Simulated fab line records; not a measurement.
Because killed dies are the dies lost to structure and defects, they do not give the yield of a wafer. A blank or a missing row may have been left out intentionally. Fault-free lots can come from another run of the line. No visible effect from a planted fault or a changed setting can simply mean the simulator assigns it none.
8D (eight disciplines) problem report, filled in by code    flow rit-cmos    the parts of the form that need people (team, actions taken, sign-off) are left out

== 1. THE PROBLEM ==
At RIT_PSD_COAT_01, spin-speed-rpm averages 4146.8 rpm over 6 wafers from 2 lots, while fault-free wafers read 3249.8 rpm, standard deviation 2.4. That is +99 or more standard deviations from the usual mean.
The step: resist thk 1000 nm.
First seen on wafer L283.2, day 4 20:36, on litho-track-02. The record holds 18 wafers of 6 lots with a number at this step. Rule for "out" (also "out of limits"): further than 4 standard deviations from the usual mean. The other wafers with a number count as sound.

== 2. WHAT IT IS, AND WHAT IT ISN'T ==
question                     is                      is not
which readings at this step  spin-speed-rpm          chill-plate-temp-C
which lots                   L283, L286              L275, L277, L293, L297
which wafers of those lots   all that have a number  -
read on which tools          litho-track-02          litho-track-03, litho-track-04
when                         from day 4 20:36        up to then (6 sound wafers); but 6 sound wafers of L293, L297 came after

== 3. SUSPECTS, AND WHAT RULES EACH OUT ==
Counting: a tool at a process step up to the reading stays a suspect if it ran every lot that is out and no sound lot after the first of them.
- litho-track-02 at RIT_PSD_COAT_01 (resist thk 1000 nm): kept. It ran every lot that is out, first L283 (day 4 20:36), and no sound lot after that; its last sound lot up to then is L275 (day 3 05:00). Out on those wafers are its own readings of spin-speed-rpm.
Remaining after the count: litho-track-02 at RIT_PSD_COAT_01.

== 4. THE CAUSE (what the simulator had put in) ==
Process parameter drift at RIT_PSD_COAT_01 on litho-track-02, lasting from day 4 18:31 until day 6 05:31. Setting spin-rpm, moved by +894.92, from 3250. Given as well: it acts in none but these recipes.
This tool alone remained once counting was done.

== 5. THE CHAIN OF EFFECTS, in route order ==
One row per reading whose mean, taken over the struck wafers that have a number, lies over 3 standard deviations from the usual. Scope: only readings with a usual standard deviation given in the record; hours: median across lots of the time from each lot's start at the first step in this table that gives one to its start at this step; sigmas: change in usual standard deviations.
hours  step             reading         usual       on struck wafers  change  sigmas
0      RIT_PSD_COAT_01  spin-speed-rpm  3249.8 rpm  4146.8            +897.0  +99 or more
Here are the process steps it includes:
- RIT_PSD_COAT_01: resist thk 1000 nm.
At these later measuring or inspecting steps, every struck wafer for which the step has a row has a number for every such reading, and none has moved that far: RIT_PSD_OVL_MEAS_06.

== 6. HOW IT WOULD HAVE BEEN CAUGHT EARLIER ==
The fault began at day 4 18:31; the first out-of-limits reading in this record came at day 4 20:36, 2 hours later.
